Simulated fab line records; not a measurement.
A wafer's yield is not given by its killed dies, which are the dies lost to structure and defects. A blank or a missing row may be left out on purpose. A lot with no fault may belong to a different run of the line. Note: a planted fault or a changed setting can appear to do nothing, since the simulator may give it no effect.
fab line records | flow berkeley-cmos170
record lots=14 wafers=42 last-day=12
route steps=331 shown NWELL@28
lots that met no fault: taken from a fault-free run of the same line
start-h: hours from the record's opening day to when the first of the lot's shown wafers began | wait-h: hours elapsed since this lot's preceding step | " the same as in the row above | L1.1+2: a row that stands for several wafers | - no value, or no start was given | * or withheld: withheld | < > ~ a bound
route shown NAME@n: a module of which the file shows steps, and the number in the route of the first | usual: mean/standard deviation taken from wafers without a fault | same: alike in all rows | chamber/n: place in a boat | sites: the reading at each site | _std_site: standard deviation across them | _edge_site: the outer-site mean with the inner-site mean subtracted | radius-mm: how far each site lies from the wafer's centre | mask NAME#n: copy n | behind: the most recent tool/chamber to have shaped the wafer | hold: why the lot was held/for how many hours/how that ended | device: transistor that didn't switch, given as n, p or np | end of line: the same wafers' tests at the end of the route | for a step that has no rows: nothing shown but its recipe | killed: the dies lost at the first sort to structure and to defects; this is not the yield of the wafer | map: a wafer's dies, x killed, . not, _ none there
set.NAME: the setting that was run; set.NAME@STEP: the one run at that earlier step | model.NAME: the simulator's own value behind a step, which no gauge read
the route's steps for a sample of lots (tables are steps, rows are wafers)
services: from which hour (start-h, from the record's first day; less than 0 if before it) a tool's chamber was out of use, for how many hours, and why
## steps
# step UCB170_NWELL_IMPLANT_14
# recipe species=P dose-cm2=1e+13 energy-kev=150 tilt-deg=7
# usual dose-ions-cm2=1e+13/1.1e+10 faraday-current-uA=31.7/0.67
# columns lot.wafer tool chamber start-h wait-h dose-ions-cm2 faraday-current-uA
L623.2 implanter-03 0 37.94 0.1 1.0012e+13 31.8
L623.3 " 0 " " 9.994e+12 31.2
L623.4 " 0 " " 9.997e+12 31.3
L626.3 implanter-01 0 53.49 0.1 9.999e+12 31.0
L626.5 " 0 " " 9.981e+12 30.9
L626.6 " 0 " " 1.0003e+13 32.2
L629.4 implanter-03 0 72.47 0.1 1.0003e+13 32.6
L629.5 " 0 " " 9.995e+12 31.6
L629.6 " 0 " " 1.0009e+13 31.5
L630.2 implanter-04 0 80.56 0.1 1.0004e+13 32.1
L630.3 " 0 " " 1.0009e+13 31.6
L630.4 " 0 " " 9.994e+12 31.7
L631.1 implanter-04 0 80.81 0.1 9.998e+12 32.3
L631.3 " 0 " " 9.993e+12 29.4
L631.6 " 0 " " 1.0001e+13 32.1
L632.3 implanter-01 0 87.50 0.1 1.0013e+13 30.7
L632.4 " 0 " " 1.0006e+13 31.8
L632.5 " 0 " " 9.998e+12 31.5
L633.1 implanter-03 0 87.68 0.1 1.001e+13 31.7
L633.3 " 0 " " 1.0006e+13 32.0
L633.6 " 0 " " 1.0001e+13 32.1
L634.1 implanter-01 0 99.87 0.1 1.0003e+13 32.0
L634.4 " 0 " " 1.0008e+13 31.4
L634.6 " 0 " " 1.001e+13 32.4
L635.2 implanter-03 0 105.63 0.1 1.0003e+13 33.6
L635.3 " 0 " " 1.0005e+13 31.3
L635.5 " 0 " " 9.974e+12 32.7
L636.4 implanter-01 0 105.92 0.1 5.0003e+13 162.7
L636.5 " 0 " " 5.0011e+13 156.3
L636.6 " 0 " " 5.0017e+13 157.1
L639.2 implanter-04 0 119.63 0.1 1.0023e+13 31.6
L639.4 " 0 " " 1.0014e+13 30.7
L639.5 " 0 " " 9.993e+12 31.8
L638.1 implanter-01 0 119.72 0.1 4.9987e+13 157.3
L638.4 " 0 " " 4.9972e+13 162.5
L638.6 " 0 " " 4.9988e+13 162.1
L643.1 implanter-04 0 144.53 0.1 1e+13 31.7
L643.2 " 0 " " 9.991e+12 31.2
L643.4 " 0 " " 1.0008e+13 32.4
L644.1 implanter-03 0 144.82 0.1 1.001e+13 32.4
L644.4 " 0 " " 9.998e+12 33.3
L644.6 " 0 " " 1.0012e+13 32.4
# step UCB170_NWELL_TW_MEAS_16
# usual NWELL_TW=1256/17
# columns lot.wafer tool chamber start-h wait-h hold NWELL_TW
L623.2 film-metro-03 - 38.18 0.1 - 1264
L623.3 " - " " - 1264
L623.4 " - " " - 1260
L626.3 film-metro-03 - 53.71 0.1 - 1273
L626.5 " - " " - 1275
L626.6 " - " " - 1278
L629.4 film-metro-03 - 72.68 0.1 - 1265
L629.5 " - " " - 1262
L629.6 " - " " - 1265
L630.2 film-metro-02 - 80.79 0.1 - 1264
L630.3 " - " " - 1251
L630.4 " - " " - 1262
L631.1 film-metro-03 - 81.06 0.1 - 1262
L631.3 " - " " - 1265
L631.6 " - " " - 1266
L632.3 film-metro-03 - 87.72 0.1 - 1268
L632.4 " - " " - 1269
L632.5 " - " " - 1269
L633.1 film-metro-02 - 87.93 0.1 - 1261
L633.3 " - " " - 1256
L633.6 " - " " - 1259
L634.1 film-metro-04 - 100.12 0.1 - 1225
L634.4 " - " " - 1227
L634.6 " - " " - 1232
L635.2 film-metro-04 - 105.87 0.1 - 1227
L635.3 " - " " - 1219
L635.5 " - " " - 1220
L636.4 film-metro-03 - 106.12 0.1 await-dispo/0.2h/release 2129
L636.5 " - " " await-dispo/0.2h/release 2123
L636.6 " - " " await-dispo/0.2h/release 2118
L636.4 film-metro-03 - 106.35 0.2 - 2123
L636.5 " - " " - 2125
L636.6 " - " " - 2112
L639.2 film-metro-02 - 119.86 0.1 - 1264
L639.4 " - " " - 1256
L639.5 " - " " - 1261
L638.1 film-metro-03 - 119.97 0.1 await-dispo/0.2h/release 2133
L638.4 " - " " await-dispo/0.2h/release 2141
L638.6 " - " " await-dispo/0.2h/release 2137
L638.1 film-metro-03 - 120.20 0.2 - 2138
L638.4 " - " " - 2138
L638.6 " - " " - 2129
L643.1 film-metro-04 - 144.78 0.1 - 1239
L643.2 " - " " - 1239
L643.4 " - " " - 1235
L644.1 film-metro-03 - 145.11 0.1 - 1270
L644.4 " - " " - 1276
L644.6 " - " " - 1279
## services
# columns tool chamber start-h hours kind
implanter-01 - 38.94 2.9 repair
implanter-04 - 58.30 0.6 repair
implanter-03 - 79.35 2.4 repair
## key
first-sign step=UCB170_NWELL_IMPLANT_14 reading=dose-ions-cm2 direction=up sigmas=99+ usual=1e+13 struck=4.9996e+13
effect step=UCB170_NWELL_IMPLANT_14 reading=faraday-current-uA direction=up sigmas=99+ usual=31.7 struck=159.7
effect step=UCB170_NWELL_TW_MEAS_16 reading=visit direction=added
effect step=UCB170_NWELL_TW_MEAS_16 reading=NWELL_TW direction=up sigmas=52 usual=1256 struck=2130
met-at UCB170_NWELL_IMPLANT_14
struck-lots L636,L638
scrapped-behind UCB170_NWELL_TW_MEAS_16 L636.4,L636.5,L636.6,L638.1,L638.4,L638.6
onset-between 99.87 105.92
fault kind=process-parameter-drift tool=implanter-01 chamber=- onset-h=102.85 steps=UCB170_NWELL_IMPLANT_14 channel=dose-cm2 offset=4e+13 shape=step end-h=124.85 acts-in=these-recipes-only stated=1e+13
